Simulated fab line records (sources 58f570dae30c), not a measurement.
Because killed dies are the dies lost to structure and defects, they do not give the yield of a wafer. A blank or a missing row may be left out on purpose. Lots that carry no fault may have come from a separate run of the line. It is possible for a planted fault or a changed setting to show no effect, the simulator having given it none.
Split-lot trial || flow berkeley_cmos170 || 23 wafers read across 5 lots, on a route 331 steps long

ABOUT THE SPLIT
At UCB170_M3_COAT_10 (resist thk 900 nm), the setting resist_thk_nm was moved away from the recipe's 900 nm on 7 of the 23 wafers read, by -3.5% to +3.2%. All remaining wafers had this setting at the recipe value.

FROM THE SPLIT TO THE READING: what the file shows between them, 2 steps
- UCB170_M3_ETCH_17: etches BARC in N2/H2 (also split here: pressure_mtorr)
- UCB170_M3_METAL_ETCH_18: etches Al in Cl2/BCl3, stops on SiO2, target depth 1170 nm, time 195 s

THE READING
oes_product_au, in a.u., at UCB170_M3_STRIP_19 (strips in O2). A value of 0.542 a.u. with a standard deviation of 0.012 a.u. is what fault-free wafers of this fab line usually give.

{"wafer": "L076.1", "tool, chamber at the split": "litho_track-02, 0", "resist_thk_nm as run, nm": 900, "against the recipe": "recipe", "oes_product_au, a.u.": 0.537, "against lot-mates on the recipe": "-"}
{"wafer": "L076.2", "tool, chamber at the split": "litho_track-02, 0", "resist_thk_nm as run, nm": 900, "against the recipe": "recipe", "oes_product_au, a.u.": 0.557, "against lot-mates on the recipe": "-"}
{"wafer": "L076.4", "tool, chamber at the split": "litho_track-02, 0", "resist_thk_nm as run, nm": 900, "against the recipe": "recipe", "oes_product_au, a.u.": 0.535, "against lot-mates on the recipe": "-"}
{"wafer": "L076.5", "tool, chamber at the split": "litho_track-02, 0", "resist_thk_nm as run, nm": 900, "against the recipe": "recipe", "oes_product_au, a.u.": 0.566, "against lot-mates on the recipe": "-"}
{"wafer": "L076.6", "tool, chamber at the split": "litho_track-02, 0", "resist_thk_nm as run, nm": 900, "against the recipe": "recipe", "oes_product_au, a.u.": 0.543, "against lot-mates on the recipe": "-"}
{"wafer": "L077.1", "tool, chamber at the split": "litho_track-03, 0", "resist_thk_nm as run, nm": 868.1, "against the recipe": "-3.5%", "oes_product_au, a.u.": 0.512, "against lot-mates on the recipe": -0.028}
{"wafer": "L077.2", "tool, chamber at the split": "litho_track-03, 0", "resist_thk_nm as run, nm": 868.1, "against the recipe": "-3.5%", "oes_product_au, a.u.": 0.505, "against lot-mates on the recipe": -0.035}
{"wafer": "L077.3", "tool, chamber at the split": "litho_track-03, 0", "resist_thk_nm as run, nm": 900, "against the recipe": "recipe", "oes_product_au, a.u.": 0.542, "against lot-mates on the recipe": "-"}
{"wafer": "L077.4", "tool, chamber at the split": "litho_track-03, 0", "resist_thk_nm as run, nm": 868.1, "against the recipe": "-3.5%", "oes_product_au, a.u.": 0.506, "against lot-mates on the recipe": -0.034}
{"wafer": "L077.6", "tool, chamber at the split": "litho_track-03, 0", "resist_thk_nm as run, nm": 900, "against the recipe": "recipe", "oes_product_au, a.u.": 0.538, "against lot-mates on the recipe": "-"}
{"wafer": "L079.1", "tool, chamber at the split": "litho_track-02, 0", "resist_thk_nm as run, nm": 875.2, "against the recipe": "-2.8%", "oes_product_au, a.u.": 0.498, "against lot-mates on the recipe": -0.033}
{"wafer": "L079.3", "tool, chamber at the split": "litho_track-02, 0", "resist_thk_nm as run, nm": 900, "against the recipe": "recipe", "oes_product_au, a.u.": 0.537, "against lot-mates on the recipe": "-"}
{"wafer": "L079.4", "tool, chamber at the split": "litho_track-02, 0", "resist_thk_nm as run, nm": 875.2, "against the recipe": "-2.8%", "oes_product_au, a.u.": 0.505, "against lot-mates on the recipe": -0.026}
{"wafer": "L079.5", "tool, chamber at the split": "litho_track-02, 0", "resist_thk_nm as run, nm": 900, "against the recipe": "recipe", "oes_product_au, a.u.": 0.525, "against lot-mates on the recipe": "-"}
{"wafer": "L079.6", "tool, chamber at the split": "litho_track-02, 0", "resist_thk_nm as run, nm": 900, "against the recipe": "recipe", "oes_product_au, a.u.": 0.531, "against lot-mates on the recipe": "-"}
{"wafer": "L081.1", "tool, chamber at the split": "litho_track-01, 0", "resist_thk_nm as run, nm": 900, "against the recipe": "recipe", "oes_product_au, a.u.": 0.545, "against lot-mates on the recipe": "-"}
{"wafer": "L081.2", "tool, chamber at the split": "litho_track-01, 0", "resist_thk_nm as run, nm": 900, "against the recipe": "recipe", "oes_product_au, a.u.": 0.537, "against lot-mates on the recipe": "-"}
{"wafer": "L081.3", "tool, chamber at the split": "litho_track-01, 0", "resist_thk_nm as run, nm": 900, "against the recipe": "recipe", "oes_product_au, a.u.": 0.542, "against lot-mates on the recipe": "-"}
{"wafer": "L081.5", "tool, chamber at the split": "litho_track-01, 0", "resist_thk_nm as run, nm": 928.6, "against the recipe": "+3.2%", "oes_product_au, a.u.": 0.585, "against lot-mates on the recipe": "+0.044"}
{"wafer": "L081.6", "tool, chamber at the split": "litho_track-01, 0", "resist_thk_nm as run, nm": 928.6, "against the recipe": "+3.2%", "oes_product_au, a.u.": 0.579, "against lot-mates on the recipe": "+0.038"}
{"wafer": "L083.1", "tool, chamber at the split": "litho_track-01, 0", "resist_thk_nm as run, nm": 900, "against the recipe": "recipe", "oes_product_au, a.u.": 0.531, "against lot-mates on the recipe": "-"}
{"wafer": "L083.2", "tool, chamber at the split": "litho_track-01, 0", "resist_thk_nm as run, nm": 900, "against the recipe": "recipe", "oes_product_au, a.u.": 0.523, "against lot-mates on the recipe": "-"}
{"wafer": "L083.5", "tool, chamber at the split": "litho_track-01, 0", "resist_thk_nm as run, nm": 900, "against the recipe": "recipe", "oes_product_au, a.u.": 0.521, "against lot-mates on the recipe": "-"}

FIT RESULTS
A straight line over all 23 wafers: oes_product_au changes by +0.0112 a.u. for each +1% of resist_thk_nm; r = +0.88; the points scatter about the line by 0.011 a.u.
The same after taking each lot's own level away (the mean of its wafers on the recipe; 23 wafers): +0.0106 a.u. for each +1%; r = +0.94; scatter 0.0072 a.u.
According to that fit, moving resist_thk_nm by its largest amount changes the reading by 0.038 a.u.
Across the lots, their own levels run from 0.5250 to 0.5476 a.u., a range of 1.9 times the standard deviation given above.
So the lot-to-lot level changes the slope little: the two slopes agree.
Check: with one of the wafers moved furthest among these (-3.5%) left out of the fit, the line predicts -0.0383 a.u. for it against its lot-mates. Against them it came out at -0.028 a.u.

THESE WAFERS: OTHER SPLITS
These wafers also went through other splits before the reading. Each is held against what the fit with the lots' levels taken away leaves over:
{"other split on the same wafers": "UCB170_M2_EXPOSE_12 dose_mj", "wafers away from the commonest value": 9, "r with oes_product_au (lot level and that fit taken away)": "+0.11"}
{"other split on the same wafers": "UCB170_V2_CVD_00 time_s", "wafers away from the commonest value": 4, "r with oes_product_au (lot level and that fit taken away)": -0.13}
{"other split on the same wafers": "UCB170_V2_STRIP_15 o2_flow_sccm", "wafers away from the commonest value": 8, "r with oes_product_au (lot level and that fit taken away)": -0.38}
{"other split on the same wafers": "UCB170_M3_ETCH_17 pressure_mtorr", "wafers away from the commonest value": 18, "r with oes_product_au (lot level and that fit taken away)": -0.05}

THE WHOLE CHAIN: every reading that the file lists as answering this split, in the file's order
{"step": "UCB170_M3_COAT_10", "what it does": "resist thk 900 nm", "reading": "KrF_of_M3_COAT_10.thk_nm (the simulator's own value, which no gauge read)", "change (the file's fit)": "+9.24 nm for each +1% of the setting", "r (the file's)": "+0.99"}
{"step": "UCB170_M3_METAL_ETCH_18", "what it does": "etches Al in Cl2/BCl3, stops on SiO2, target depth 1170 nm, time 195 s", "reading": "KrF_of_M3_COAT_10.thk_nm (the simulator's own value, which no gauge read)", "change (the file's fit)": "+10.3 nm for each +1% of the setting", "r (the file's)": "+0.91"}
{"step": "UCB170_M3_STRIP_19", "what it does": "strips in O2", "reading": "oes_product_au", "change (the file's fit)": "+0.0107 a.u. for each +1% of the setting", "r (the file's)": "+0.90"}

FILE'S OWN FIT
oes_product_au changes by +0.0107 a.u. for each +1% of resist_thk_nm, r = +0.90.
